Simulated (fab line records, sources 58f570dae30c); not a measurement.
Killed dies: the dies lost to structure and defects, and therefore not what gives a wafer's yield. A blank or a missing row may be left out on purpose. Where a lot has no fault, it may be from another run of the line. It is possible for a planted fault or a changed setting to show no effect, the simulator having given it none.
Which tool was responsible? || flow berkeley_cmos170 || Sampling: 14 lots, 42 wafers, 5 of 331 route steps

== WHAT EACH GAUGE READ, for each wafer ==
UCB170_WELLDRIVE_THK_MEAS_02. Usual: for WELLDRIVE_OXIDE_THK the level is 198 nm and the standard deviation is 3.4.
{"lot": "L870", "measured": "day 3 21:37", "on": "film_metro-04", "WELLDRIVE_OXIDE_THK (nm)": "198 196 196", "flag": ""}
{"lot": "L871", "measured": "day 4 12:40", "on": "film_metro-02", "WELLDRIVE_OXIDE_THK (nm)": "205 203 203", "flag": ""}
{"lot": "L873", "measured": "day 4 12:40", "on": "film_metro-03", "WELLDRIVE_OXIDE_THK (nm)": "198 196 198", "flag": ""}
{"lot": "L876", "measured": "day 5 13:36", "on": "film_metro-04", "WELLDRIVE_OXIDE_THK (nm)": "200 202 201", "flag": ""}
{"lot": "L879", "measured": "day 6 03:55", "on": "film_metro-03", "WELLDRIVE_OXIDE_THK (nm)": "199 200 197", "flag": ""}
{"lot": "L882", "measured": "day 6 10:12", "on": "film_metro-04", "WELLDRIVE_OXIDE_THK (nm)": "189 190 188", "flag": ""}
{"lot": "L884", "measured": "day 6 20:42", "on": "film_metro-03", "WELLDRIVE_OXIDE_THK (nm)": "200 199 199", "flag": ""}
{"lot": "L886", "measured": "day 6 20:42", "on": "film_metro-04", "WELLDRIVE_OXIDE_THK (nm)": "199 202 199", "flag": ""}
{"lot": "L887", "measured": "day 7 14:53", "on": "film_metro-04", "WELLDRIVE_OXIDE_THK (nm)": "196 194 195", "flag": ""}
{"lot": "L888", "measured": "day 7 14:54", "on": "film_metro-03", "WELLDRIVE_OXIDE_THK (nm)": "194 197 195", "flag": ""}
{"lot": "L891", "measured": "day 7 22:35", "on": "film_metro-03", "WELLDRIVE_OXIDE_THK (nm)": "200 197 195", "flag": ""}
{"lot": "L889", "measured": "day 7 22:35", "on": "film_metro-02", "WELLDRIVE_OXIDE_THK (nm)": "201 196 201", "flag": ""}
{"lot": "L893", "measured": "day 8 14:13", "on": "film_metro-02", "WELLDRIVE_OXIDE_THK (nm)": "190 190 194", "flag": ""}
{"lot": "L892", "measured": "day 8 17:44", "on": "film_metro-04", "WELLDRIVE_OXIDE_THK (nm)": "195 202 201", "flag": ""}

UCB170_PFIELD_TW_MEAS_09. Usual: for PFIELD_TW the level is 597 and the standard deviation is 3.8.
{"lot": "L870", "measured": "day 5 00:53", "on": "film_metro-01", "PFIELD_TW": "601 600 598", "flag": ""}
{"lot": "L871", "measured": "day 5 11:38", "on": "film_metro-03", "PFIELD_TW": "598 599 595", "flag": ""}
{"lot": "L873", "measured": "day 5 12:17", "on": "film_metro-01", "PFIELD_TW": "602 602 596", "flag": ""}
{"lot": "L876", "measured": "day 6 13:08", "on": "film_metro-03", "PFIELD_TW": "592 596 595", "flag": ""}
{"lot": "L879", "measured": "day 7 04:02", "on": "film_metro-01", "PFIELD_TW": "600 598 600", "flag": ""}
{"lot": "L882", "measured": "day 7 09:39", "on": "film_metro-03", "PFIELD_TW": "591 589 594", "flag": ""}
{"lot": "L884", "measured": "day 7 19:29", "on": "film_metro-01", "PFIELD_TW": "604 604 602", "flag": ""}
{"lot": "L886", "measured": "day 7 19:11", "on": "film_metro-04", "PFIELD_TW": "593 592 593", "flag": ""}
{"lot": "L887", "measured": "day 8 12:47", "on": "film_metro-03", "PFIELD_TW": "595 589 597", "flag": ""}
{"lot": "L888", "measured": "day 8 11:37", "on": "film_metro-04", "PFIELD_TW": "597 596 600", "flag": ""}
{"lot": "L891", "measured": "day 8 22:31", "on": "film_metro-01", "PFIELD_TW": "603 606 603", "flag": ""}
{"lot": "L889", "measured": "day 8 22:17", "on": "film_metro-01", "PFIELD_TW": "601 600 602", "flag": ""}
{"lot": "L893", "measured": "day 9 13:15", "on": "film_metro-01", "PFIELD_TW": "599 600 599", "flag": ""}
{"lot": "L892", "measured": "day 9 13:09", "on": "film_metro-03", "PFIELD_TW": "598 595 595", "flag": ""}

UCB170_FIELD_THK_MEAS_91. Usual: for FIELD_OXIDE_LEFT_2_THK the level is 349 nm and the standard deviation is 8.5.
{"lot": "L870", "measured": "day 6 16:47", "on": "film_metro-01", "FIELD_OXIDE_LEFT_2_THK (nm)": "343 352 351", "flag": ""}
{"lot": "L871", "measured": "day 7 07:12", "on": "film_metro-01", "FIELD_OXIDE_LEFT_2_THK (nm)": "361 361 354", "flag": ""}
{"lot": "L873", "measured": "day 7 06:40", "on": "film_metro-03", "FIELD_OXIDE_LEFT_2_THK (nm)": "346 358 347", "flag": ""}
{"lot": "L876", "measured": "day 7 22:43", "on": "film_metro-03", "FIELD_OXIDE_LEFT_2_THK (nm)": "340 352 337", "flag": ""}
{"lot": "L879", "measured": "day 8 16:19", "on": "film_metro-03", "FIELD_OXIDE_LEFT_2_THK (nm)": "354 347 345", "flag": ""}
{"lot": "L882", "measured": "day 8 17:13", "on": "film_metro-01", "FIELD_OXIDE_LEFT_2_THK (nm)": "411 406 407", "flag": "OFF"}
{"lot": "L884", "measured": "day 9 07:42", "on": "film_metro-02", "FIELD_OXIDE_LEFT_2_THK (nm)": "402 402 400", "flag": "OFF"}
{"lot": "L886", "measured": "day 9 07:42", "on": "film_metro-01", "FIELD_OXIDE_LEFT_2_THK (nm)": "348 347 356", "flag": ""}
{"lot": "L887", "measured": "day 10 08:49", "on": "film_metro-01", "FIELD_OXIDE_LEFT_2_THK (nm)": "353 353 358", "flag": ""}
{"lot": "L888", "measured": "day 10 08:49", "on": "film_metro-03", "FIELD_OXIDE_LEFT_2_THK (nm)": "343 357 334", "flag": ""}
{"lot": "L891", "measured": "day 10 18:32", "on": "film_metro-02", "FIELD_OXIDE_LEFT_2_THK (nm)": "349 360 348", "flag": ""}
{"lot": "L889", "measured": "day 10 18:33", "on": "film_metro-01", "FIELD_OXIDE_LEFT_2_THK (nm)": "356 359 362", "flag": ""}
{"lot": "L893", "measured": "day 11 08:57", "on": "film_metro-01", "FIELD_OXIDE_LEFT_2_THK (nm)": "329 333 333", "flag": ""}
{"lot": "L892", "measured": "day 11 08:35", "on": "film_metro-03", "FIELD_OXIDE_LEFT_2_THK (nm)": "346 351 352", "flag": ""}

== WHAT TOOL EACH LOT RAN ON (gives the tool, then ch and the chambers of the sampled wafers, and finally the start) ==
{"lot": "L870", "UCB170_ACTIVE_STRIP_16": "plasma_asher-04 ch 1, day 4 22:48", "UCB170_GATE_WET_ETCH_00": "wet_bench-04 ch 1, day 6 16:43"}
{"lot": "L871", "UCB170_ACTIVE_STRIP_16": "plasma_asher-04 ch 0,1, day 5 09:53", "UCB170_GATE_WET_ETCH_00": "wet_bench-04 ch 1, day 7 07:08"}
{"lot": "L873", "UCB170_ACTIVE_STRIP_16": "plasma_asher-04 ch 1, day 5 10:13", "UCB170_GATE_WET_ETCH_00": "wet_bench-04 ch 2, day 7 06:35"}
{"lot": "L876", "UCB170_ACTIVE_STRIP_16": "plasma_asher-03 ch 0,1, day 6 11:16", "UCB170_GATE_WET_ETCH_00": "wet_bench-04 ch 3, day 7 22:37"}
{"lot": "L879", "UCB170_ACTIVE_STRIP_16": "plasma_asher-04 ch 0,1, day 7 02:22", "UCB170_GATE_WET_ETCH_00": "wet_bench-04 ch 1, day 8 16:13"}
{"lot": "L882", "UCB170_ACTIVE_STRIP_16": "plasma_asher-04 ch 0,1, day 7 07:14", "UCB170_GATE_WET_ETCH_00": "wet_bench-01 ch 3, day 8 17:09"}
{"lot": "L884", "UCB170_ACTIVE_STRIP_16": "plasma_asher-03 ch 0,1, day 7 17:18", "UCB170_GATE_WET_ETCH_00": "wet_bench-04 ch 2, day 9 07:37"}
{"lot": "L886", "UCB170_ACTIVE_STRIP_16": "plasma_asher-04 ch 0,1, day 7 17:10", "UCB170_GATE_WET_ETCH_00": "wet_bench-04 ch 0, day 9 07:37"}
{"lot": "L887", "UCB170_ACTIVE_STRIP_16": "plasma_asher-02 ch 0,1, day 8 10:13", "UCB170_GATE_WET_ETCH_00": "wet_bench-04 ch 1, day 10 08:44"}
{"lot": "L888", "UCB170_ACTIVE_STRIP_16": "plasma_asher-04 ch 0,1, day 8 10:05", "UCB170_GATE_WET_ETCH_00": "wet_bench-04 ch 1, day 10 08:44"}
{"lot": "L891", "UCB170_ACTIVE_STRIP_16": "plasma_asher-03 ch 0,1, day 8 20:49", "UCB170_GATE_WET_ETCH_00": "wet_bench-04 ch 0, day 10 18:28"}
{"lot": "L889", "UCB170_ACTIVE_STRIP_16": "plasma_asher-04 ch 0,1, day 8 20:34", "UCB170_GATE_WET_ETCH_00": "wet_bench-04 ch 2, day 10 18:28"}
{"lot": "L893", "UCB170_ACTIVE_STRIP_16": "plasma_asher-03 ch 0,1, day 9 08:58", "UCB170_GATE_WET_ETCH_00": "wet_bench-04 ch 2, day 11 08:49"}
{"lot": "L892", "UCB170_ACTIVE_STRIP_16": "plasma_asher-02 ch 0,1, day 9 08:44", "UCB170_GATE_WET_ETCH_00": "wet_bench-04 ch 0, day 11 08:29"}
- UCB170_ACTIVE_STRIP_16: strips in O2.
- UCB170_GATE_WET_ETCH_00: etches SiO2 in dHF, time 200 s.

== WHAT THE TOOLS THEMSELVES READ (means of the sampled wafers that have a number; where no wafer has one, the mark that the record gives instead) ==
UCB170_ACTIVE_STRIP_16. Usual: drypump_motor_current_A 5.59 A, standard deviation 0.27; oes_product_au 0.721 a.u., standard deviation 0.0045; strip_time_to_endpoint_s 18.05 s, standard deviation 0.082.
{"lot": "L870", "tool": "plasma_asher-04", "drypump_motor_current_A (A)": 5.99, "oes_product_au (a.u.)": 0.722, "strip_time_to_endpoint_s (s)": 18.08, "flag": ""}
{"lot": "L871", "tool": "plasma_asher-04", "drypump_motor_current_A (A)": 5.77, "oes_product_au (a.u.)": 0.720, "strip_time_to_endpoint_s (s)": 17.95, "flag": ""}
{"lot": "L873", "tool": "plasma_asher-04", "drypump_motor_current_A (A)": 5.99, "oes_product_au (a.u.)": 0.723, "strip_time_to_endpoint_s (s)": 17.94, "flag": ""}
{"lot": "L876", "tool": "plasma_asher-03", "drypump_motor_current_A (A)": 5.60, "oes_product_au (a.u.)": 0.721, "strip_time_to_endpoint_s (s)": 18.10, "flag": ""}
{"lot": "L879", "tool": "plasma_asher-04", "drypump_motor_current_A (A)": 5.52, "oes_product_au (a.u.)": 0.724, "strip_time_to_endpoint_s (s)": 18.14, "flag": ""}
{"lot": "L882", "tool": "plasma_asher-04", "drypump_motor_current_A (A)": 5.76, "oes_product_au (a.u.)": 0.722, "strip_time_to_endpoint_s (s)": 18.07, "flag": ""}
{"lot": "L884", "tool": "plasma_asher-03", "drypump_motor_current_A (A)": 5.60, "oes_product_au (a.u.)": 0.722, "strip_time_to_endpoint_s (s)": 18.03, "flag": ""}
{"lot": "L886", "tool": "plasma_asher-04", "drypump_motor_current_A (A)": 5.53, "oes_product_au (a.u.)": 0.722, "strip_time_to_endpoint_s (s)": 18.05, "flag": ""}
{"lot": "L887", "tool": "plasma_asher-02", "drypump_motor_current_A (A)": 5.39, "oes_product_au (a.u.)": 0.718, "strip_time_to_endpoint_s (s)": 17.98, "flag": ""}
{"lot": "L888", "tool": "plasma_asher-04", "drypump_motor_current_A (A)": 5.53, "oes_product_au (a.u.)": 0.720, "strip_time_to_endpoint_s (s)": 18.03, "flag": ""}
{"lot": "L891", "tool": "plasma_asher-03", "drypump_motor_current_A (A)": 5.62, "oes_product_au (a.u.)": 0.720, "strip_time_to_endpoint_s (s)": 18.07, "flag": ""}
{"lot": "L889", "tool": "plasma_asher-04", "drypump_motor_current_A (A)": 5.77, "oes_product_au (a.u.)": 0.726, "strip_time_to_endpoint_s (s)": 18.12, "flag": ""}
{"lot": "L893", "tool": "plasma_asher-03", "drypump_motor_current_A (A)": 5.60, "oes_product_au (a.u.)": 0.718, "strip_time_to_endpoint_s (s)": 17.97, "flag": ""}
{"lot": "L892", "tool": "plasma_asher-02", "drypump_motor_current_A (A)": 5.37, "oes_product_au (a.u.)": 0.720, "strip_time_to_endpoint_s (s)": 18.06, "flag": ""}

UCB170_GATE_WET_ETCH_00. Usual: bath_heat_duty_pct 6.2 %, standard deviation 0.53; run_length_s 231 s, standard deviation 4.
{"lot": "L870", "tool": "wet_bench-04", "bath_heat_duty_pct (%)": 6.2, "run_length_s (s)": 233, "flag": ""}
{"lot": "L871", "tool": "wet_bench-04", "bath_heat_duty_pct (%)": 6.6, "run_length_s (s)": 235, "flag": ""}
{"lot": "L873", "tool": "wet_bench-04", "bath_heat_duty_pct (%)": 6.3, "run_length_s (s)": 232, "flag": ""}
{"lot": "L876", "tool": "wet_bench-04", "bath_heat_duty_pct (%)": 6.3, "run_length_s (s)": 234, "flag": ""}
{"lot": "L879", "tool": "wet_bench-04", "bath_heat_duty_pct (%)": 6.4, "run_length_s (s)": 235, "flag": ""}
{"lot": "L882", "tool": "wet_bench-01", "bath_heat_duty_pct (%)": "-", "run_length_s (s)": "-", "flag": "OFF"}
{"lot": "L884", "tool": "wet_bench-04", "bath_heat_duty_pct (%)": "-", "run_length_s (s)": "-", "flag": "OFF"}
{"lot": "L886", "tool": "wet_bench-04", "bath_heat_duty_pct (%)": 5.8, "run_length_s (s)": 234, "flag": ""}
{"lot": "L887", "tool": "wet_bench-04", "bath_heat_duty_pct (%)": 6.5, "run_length_s (s)": 235, "flag": ""}
{"lot": "L888", "tool": "wet_bench-04", "bath_heat_duty_pct (%)": 6.5, "run_length_s (s)": 235, "flag": ""}
{"lot": "L891", "tool": "wet_bench-04", "bath_heat_duty_pct (%)": 6.2, "run_length_s (s)": 227, "flag": ""}
{"lot": "L889", "tool": "wet_bench-04", "bath_heat_duty_pct (%)": 5.7, "run_length_s (s)": 224, "flag": ""}
{"lot": "L893", "tool": "wet_bench-04", "bath_heat_duty_pct (%)": 6.2, "run_length_s (s)": 224, "flag": ""}
{"lot": "L892", "tool": "wet_bench-04", "bath_heat_duty_pct (%)": 5.9, "run_length_s (s)": 227, "flag": ""}

== THE ANSWER, worked out from the rows above alone ==
Rule: lot off if the mean of its wafers having a number is beyond 3 standard deviations from the usual mean. Also off: a lot with no number at a reading for which 4 or more lots have one. The other lots that the step has rows for count as sound. The gauges are gone through in route order, then the tools' own readings, and for those a lot's mean is taken as printed above. The first step at which some lot is off is used, and at that step the reading that is off furthest; a lot without a number counts as furthest.
Off: at UCB170_FIELD_THK_MEAS_91 (FIELD_OXIDE_LEFT_2_THK), L882, L884.
A tool fits if, at a process step before that reading, it ran every lot that is off, and no sound lot after the first of them. The gauges at UCB170_FIELD_THK_MEAS_91 aren't tried: what is off there is off at UCB170_GATE_WET_ETCH_00 too, on other tools, and a gauge's error can't cause that. No candidate that was tried fits.

== WHAT THE SIMULATOR PUT IN ==
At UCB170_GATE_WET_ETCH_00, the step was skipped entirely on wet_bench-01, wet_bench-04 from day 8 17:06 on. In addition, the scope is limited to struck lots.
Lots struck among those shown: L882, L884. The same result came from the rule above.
